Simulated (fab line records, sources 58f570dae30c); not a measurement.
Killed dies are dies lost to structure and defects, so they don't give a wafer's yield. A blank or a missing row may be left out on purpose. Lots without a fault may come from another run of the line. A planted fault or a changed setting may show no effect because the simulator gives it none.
Which tool did it? | flow berkeley_cmos170 | 13 lots, 39 wafers sampled, at 5 steps of a route of 331

WHAT THE GAUGES READ, wafer by wafer
UCB170_ACTIVE_OVL_MEAS_14.
lot  | measured    | on         | ACTIVE_OVL (nm)
L122 | day 4 15:02 | overlay-01 | 7 4 4
L123 | day 4 15:11 | overlay-02 | 9 2 3
L127 | day 4 22:42 | overlay-02 | -4 0 5
L125 | day 4 23:15 | overlay-01 | -1 -1 2
L128 | day 5 07:58 | overlay-01 | -218 -216 -216
L130 | day 5 22:56 | overlay-02 | -211 -216 -213
L131 | day 6 06:17 | overlay-01 | -220 -217 -229
L135 | day 6 23:43 | overlay-01 | -1 -7 -2
L138 | day 7 13:59 | overlay-01 | 5 0 -3
L141 | day 8 01:22 | overlay-02 | 2 -3 -1
L142 | day 8 16:25 | overlay-01 | -2 6 2
L143 | day 8 22:13 | overlay-01 | 3 10 2
L144 | day 9 00:43 | overlay-02 | -1 -2 6

UCB170_V1_OVL_MEAS_13.
lot  | measured     | on         | V1_OVL (nm)
L122 | day 7 17:43  | overlay-02 | -4 -1 0
L123 | day 7 17:51  | overlay-01 | 2 -10 -1
L127 | day 8 02:41  | overlay-01 | -3 3 -4
L125 | day 8 03:37  | overlay-01 | -7 2 -1
L128 | day 8 15:14  | overlay-01 | 0 6 -1
L130 | day 9 04:46  | overlay-02 | 4 7 2
L131 | day 9 12:41  | overlay-01 | 8 6 10
L135 | day 10 12:15 | overlay-02 | 3 3 7
L138 | day 10 18:10 | overlay-02 | 0 6 1
L141 | day 10 23:13 | overlay-02 | 4 -6 6
L142 | day 11 19:44 | overlay-02 | 6 4 17
L143 | day 12 03:58 | overlay-02 | 9 2 -3
L144 | day 12 03:24 | overlay-02 | 8 5 12

UCB170_M2_OVL_MEAS_16.
lot  | measured     | on         | M2_OVL (nm)
L122 | day 7 20:47  | overlay-01 | -7 -1 -10
L123 | day 7 20:37  | overlay-01 | 0 -5 -3
L127 | day 8 05:15  | overlay-02 | 5 1 1
L125 | day 8 06:16  | overlay-01 | 5 0 -8
L128 | day 8 20:28  | overlay-01 | 7 0 -10
L130 | day 9 08:32  | overlay-01 | 7 -2 1
L131 | day 9 15:51  | overlay-02 | -3 8 -3
L135 | day 10 14:59 | overlay-01 | 4 1 6
L138 | day 10 21:38 | overlay-02 | -1 4 -3
L141 | day 11 01:59 | overlay-01 | -2 -10 -4
L142 | day 11 22:19 | overlay-02 | -4 -4 8
L143 | day 12 07:07 | overlay-01 | 2 6 -2
L144 | day 12 06:11 | overlay-01 | 6 -5 0

UCB170_M3_CD_MEAS_15: target cd 700 nm.
lot  | measured     | on        | cd_nm (nm)
L122 | day 8 02:05  | cd_sem-02 | 699.3 698.7 699.3
L123 | day 8 01:47  | cd_sem-02 | 698.5 698.7 699.0
L127 | day 8 10:14  | cd_sem-02 | 703.1 702.3 702.9
L125 | day 8 12:02  | cd_sem-02 | 699.1 699.5 700.4
L128 | day 9 01:42  | cd_sem-01 | 701.9 701.8 701.2
L130 | day 9 13:53  | cd_sem-01 | 698.2 700.2 698.1
L131 | day 9 20:51  | cd_sem-01 | 698.1 699.2 698.1
L135 | day 10 20:42 | cd_sem-02 | 699.8 700.5 700.6
L138 | day 11 02:30 | cd_sem-01 | 701.2 702.2 700.5
L141 | day 11 07:56 | cd_sem-02 | 703.0 701.5 702.6
L142 | day 12 03:44 | cd_sem-02 | 698.7 698.7 699.6
L143 | day 12 12:50 | cd_sem-01 | 698.7 699.5 699.2
L144 | day 12 11:55 | cd_sem-02 | 701.9 702.4 700.1

WHICH TOOL RAN EACH LOT (tool, then ch and the chambers of the sampled wafers, then the start)
lot  | UCB170_ACTIVE_EXPOSE_10
L122 | krf_scanner-01 ch 0, day 4 14:09
L123 | krf_scanner-02 ch 0, day 4 14:27
L127 | krf_scanner-01 ch 0, day 4 21:23
L125 | krf_scanner-02 ch 0, day 4 22:05
L128 | krf_scanner-02 ch 0, day 5 07:26
L130 | krf_scanner-02 ch 0, day 5 22:05
L131 | krf_scanner-02 ch 0, day 6 05:35
L135 | krf_scanner-01 ch 0, day 6 23:13
L138 | krf_scanner-01 ch 0, day 7 13:29
L141 | krf_scanner-01 ch 0, day 8 00:54
L142 | krf_scanner-01 ch 0, day 8 15:53
L143 | krf_scanner-01 ch 0, day 8 21:44
L144 | krf_scanner-01 ch 0, day 8 23:58
- UCB170_ACTIVE_EXPOSE_10: exposes mask ACTIVE, target cd 1200 nm.

WHAT THE TOOLS THEMSELVES READ (means of the sampled wafers that have a number; where no wafer has one, the mark that the record gives instead)
UCB170_ACTIVE_EXPOSE_10.
lot  | tool           | focus_offset_nm (nm)
L122 | krf_scanner-01 | 0.0
L123 | krf_scanner-02 | -0.3
L127 | krf_scanner-01 | 0.2
L125 | krf_scanner-02 | 0.2
L128 | krf_scanner-02 | -0.9
L130 | krf_scanner-02 | 0.3
L131 | krf_scanner-02 | 0.7
L135 | krf_scanner-01 | -0.7
L138 | krf_scanner-01 | -0.4
L141 | krf_scanner-01 | -0.1
L142 | krf_scanner-01 | -0.2
L143 | krf_scanner-01 | -1.1
L144 | krf_scanner-01 | -0.7

THE ANSWER, worked out from the rows above alone
Rule: what is usual is taken from the lots themselves. Put in order of their means at a reading, lots are off if they are a third of the lots or fewer, leave a main group of 4 or more, and stand apart from it by a gap of 3 or more times the standard deviation of the main group's means; of several such gaps the widest counts. A main group whose means are all the same, to the digits that the tables above print for the reading, isn't used. A lot without any number at a reading at which 4 lots or more have one is off too. The other lots that the step has rows for count as sound. The gauges are gone through in route order, then the tools' own readings, and for those a lot's mean is taken as printed above. The first step at which some lot is off is used, and at that step the reading that is off furthest; a lot without a number counts as furthest.
Off: L128, L130, L131, at UCB170_ACTIVE_OVL_MEAS_14 (ACTIVE_OVL). The main group: mean 1 nm, standard deviation 2.6.
A tool fits if, at a process step before that reading, it ran every lot that is off, and no sound lot after the first of them. The gauges at UCB170_ACTIVE_OVL_MEAS_14 are tried like those tools. One fits: krf_scanner-02 at UCB170_ACTIVE_EXPOSE_10. Its last sound lot is L125 (day 4 22:05), its first lot that is off L128 (day 5 07:26): a fault that began between those two fits.

WHAT THE SIMULATOR HAD PUT IN
Scanner matching overlay: krf_scanner-02, from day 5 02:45 on, at UCB170_ACTIVE_EXPOSE_10. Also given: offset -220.
Lots struck among those shown: L128, L130, L131. The rule above found the same.
